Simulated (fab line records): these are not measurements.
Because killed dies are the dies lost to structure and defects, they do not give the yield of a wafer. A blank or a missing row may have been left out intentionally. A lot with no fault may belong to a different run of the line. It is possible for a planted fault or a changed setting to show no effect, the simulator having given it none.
A struck lot beside a sound one    flow rit-cmos    44 steps out of a route of 202
Sound: the wafers L910.1, L910.5, L910.6. The struck wafers were L914.1, L914.3, L914.6. The cause is named last.
Order at every step that has rows: each side's tool, ch and its chambers, its first start. Under that, the readings that differ: sound wafers    struck wafers    difference of the means    sigmas: that difference in standard deviations of wafers without a fault.
alike: words and numbers the same on both sides, and readings whose means are apart by under 2 such deviations; not compared: readings that were withheld, readings missing a value for some wafer, numbers with overlapping values and no deviation given by the record, and bounds like >300 which may hide the same value.
The two part at a step that has a row with sigmas, a row that says differs or no value, or rows on one side only. When numbers do not overlap yet have no deviation, they are printed without sigmas and do not part them. Lack of a reading on every wafer of one side parts them only where that side has two or more wafers.

first, 3 steps without rows for these wafers: RIT_REOX_CLEAN_01 (cleans in dHF, time 30 s); RIT_REOX_CLEAN_02 (cleans in SC2, time 600 s); RIT_REOX_OXIDATION_03 (target thk 25.2 nm, ox time 5580 s).
RIT_REOX_THK_MEAS_04:
  sound on film-metro-02 at day 2 21:43; struck on film-metro-03 at day 3 19:07
reading              sound           struck          difference  sigmas
REOX_OXIDE_THK (nm)  24.6 25.0 24.4  25.9 26.1 26.1  +1.4        +2
then, 6 steps without rows for these wafers: RIT_NLDD_HMDS_00 (prime time 60 s); RIT_NLDD_COAT_01 (resist thk 1000 nm); RIT_NLDD_SOFTBAKE_02 (time 60 s); RIT_NLDD_EXPOSE_03 (exposes mask M7, target cd 40700 nm); RIT_NLDD_PEB_04; RIT_NLDD_DEVELOP_05 (develop time 50 s).
RIT_NLDD_OVL_MEAS_06:
  sound on overlay-02 at day 2 22:40; struck on overlay-02 at day 3 20:09
  alike: NLDD_OVL
then, 1 step without rows for these wafers: RIT_NLDD_HARDBAKE_07 (time 60 s).
RIT_NLDD_IMPLANT_08:
  sound on implanter-04 ch 0, day 2 22:50; struck on implanter-04 ch 0, day 3 20:20
reading        sound                          struck                         difference  sigmas
dose-ions-cm2  4.999e+14 4.999e+14 4.994e+14  4.767e+14 4.767e+14 4.773e+14  -2.283e+13  -42
RIT_NLDD_STRIP_09: strips in O2, time 180 s.
  sound on plasma-asher-02 ch 0,1, day 2 22:59; struck on plasma-asher-02 ch 0,1, day 3 20:29
  alike: drypump-motor-current-A, rf-refl-power-W
  not compared: rf-hours-counter-h
RIT_NLDD_TW_MEAS_10:
  sound on film-metro-03 at day 2 23:10; struck on film-metro-02 at day 3 20:40
reading  sound           struck          difference  sigmas
NLDD_TW  2506 2502 2489  2458 2470 2451  -39         -2
then, 6 steps without rows for these wafers: RIT_PLDD_HMDS_00 (prime time 60 s); RIT_PLDD_COAT_01 (resist thk 1000 nm); RIT_PLDD_SOFTBAKE_02 (time 60 s); RIT_PLDD_EXPOSE_03 (exposes mask M8, target cd 40900 nm); RIT_PLDD_PEB_04; RIT_PLDD_DEVELOP_05 (develop time 50 s).
RIT_PLDD_OVL_MEAS_06:
  sound on overlay-02 at day 3 00:12; struck on overlay-02 at day 3 21:34
  alike: PLDD_OVL
then, 2 steps without rows for these wafers: RIT_PLDD_HARDBAKE_07 (time 60 s); RIT_PLDD_IMPLANT_08.
RIT_PLDD_STRIP_09: strips in O2, time 180 s.
  sound on plasma-asher-02 ch 0,1, day 3 00:32; struck on plasma-asher-02 ch 0,1, day 3 21:54
  alike: drypump-motor-current-A, rf-refl-power-W
  not compared: rf-hours-counter-h
RIT_PLDD_TW_MEAS_10:
  sound on film-metro-03 at day 3 00:43; struck on film-metro-03 at day 3 22:05
  alike: PLDD_TW
then, 4 steps without rows for these wafers: RIT_SPACER_CLEAN_00 (cleans in SC1, time 600 s); RIT_SPACER_CLEAN_01 (cleans in dHF, time 30 s); RIT_SPACER_CLEAN_02 (cleans in SC2, time 600 s); RIT_SPACER_CVD_03 (deposits Si3N4 from SiH2Cl2/NH3, target thk 250 nm, time 3300 s).
RIT_SPACER_THK_MEAS_04:
  sound on film-metro-02 at day 3 03:05; struck on film-metro-02 at day 4 01:23
  alike: SPACER_NITRIDE_THK
RIT_SPACER_ETCHBACK_05: etches Si3N4 in SF6/CHF3, stops on SiO2, target depth 250 nm, time 240 s.
  sound on rie-diel-03 ch 0,1,2, day 3 03:09; struck on rie-diel-04 ch 1,2, day 4 01:26
  alike: drypump-motor-current-A, oes-product-au, rf-fwd-power-W, throttle-valve-pct
  not compared: rf-hours-counter-h
then, 6 steps without rows for these wafers: RIT_NSD_HMDS_00 (prime time 60 s); RIT_NSD_COAT_01 (resist thk 1000 nm); RIT_NSD_SOFTBAKE_02 (time 60 s); RIT_NSD_EXPOSE_03 (exposes mask M9, target cd 40700 nm); RIT_NSD_PEB_04; RIT_NSD_DEVELOP_05 (develop time 52.14 s).
RIT_NSD_OVL_MEAS_06:
  sound on overlay-02 at day 3 04:09; struck on overlay-01 at day 4 02:26
reading       sound           struck       difference  sigmas
NSD_OVL (nm)  -2.3 -1.4 -1.5  2.3 1.7 1.9  +3.7        +3
then, 2 steps without rows for these wafers: RIT_NSD_HARDBAKE_07 (time 60 s); RIT_NSD_IMPLANT_08.
RIT_NSD_STRIP_09: strips in O2, time 180 s.
  sound on plasma-asher-03 ch 0,1, day 3 04:29; struck on plasma-asher-01 ch 0,1, day 4 02:47
  alike: drypump-motor-current-A, rf-refl-power-W
  not compared: rf-hours-counter-h
RIT_SDANNEAL_RS_MEAS_07: uses a four-point probe to measure.
  sound on film-metro-01 at day 3 07:03; struck on film-metro-02 at day 4 05:15
reading           sound              struck             difference  sigmas
NLDD_RS (ohm/sq)  151.2 151.3 151.4  158.5 157.9 158.2  +6.9        +10
RIT_M1_PROBE_99:
  sound on prober-01 at day 3 14:16; struck on prober-01 at day 4 12:15
reading              sound  struck  difference  sigmas
killed-at-front-end  5 2 4  8 13 9  +6          +2
killed-dies          5 2 4  8 13 9  +6          +2
  alike: killed_at_M0_to_M3, killed-at-contacts, killed-open, killed-short

## WHERE THEY PART
First at RIT_REOX_THK_MEAS_04; last, within this record, at RIT_M1_PROBE_99.

WHY: what had been put in by the simulator
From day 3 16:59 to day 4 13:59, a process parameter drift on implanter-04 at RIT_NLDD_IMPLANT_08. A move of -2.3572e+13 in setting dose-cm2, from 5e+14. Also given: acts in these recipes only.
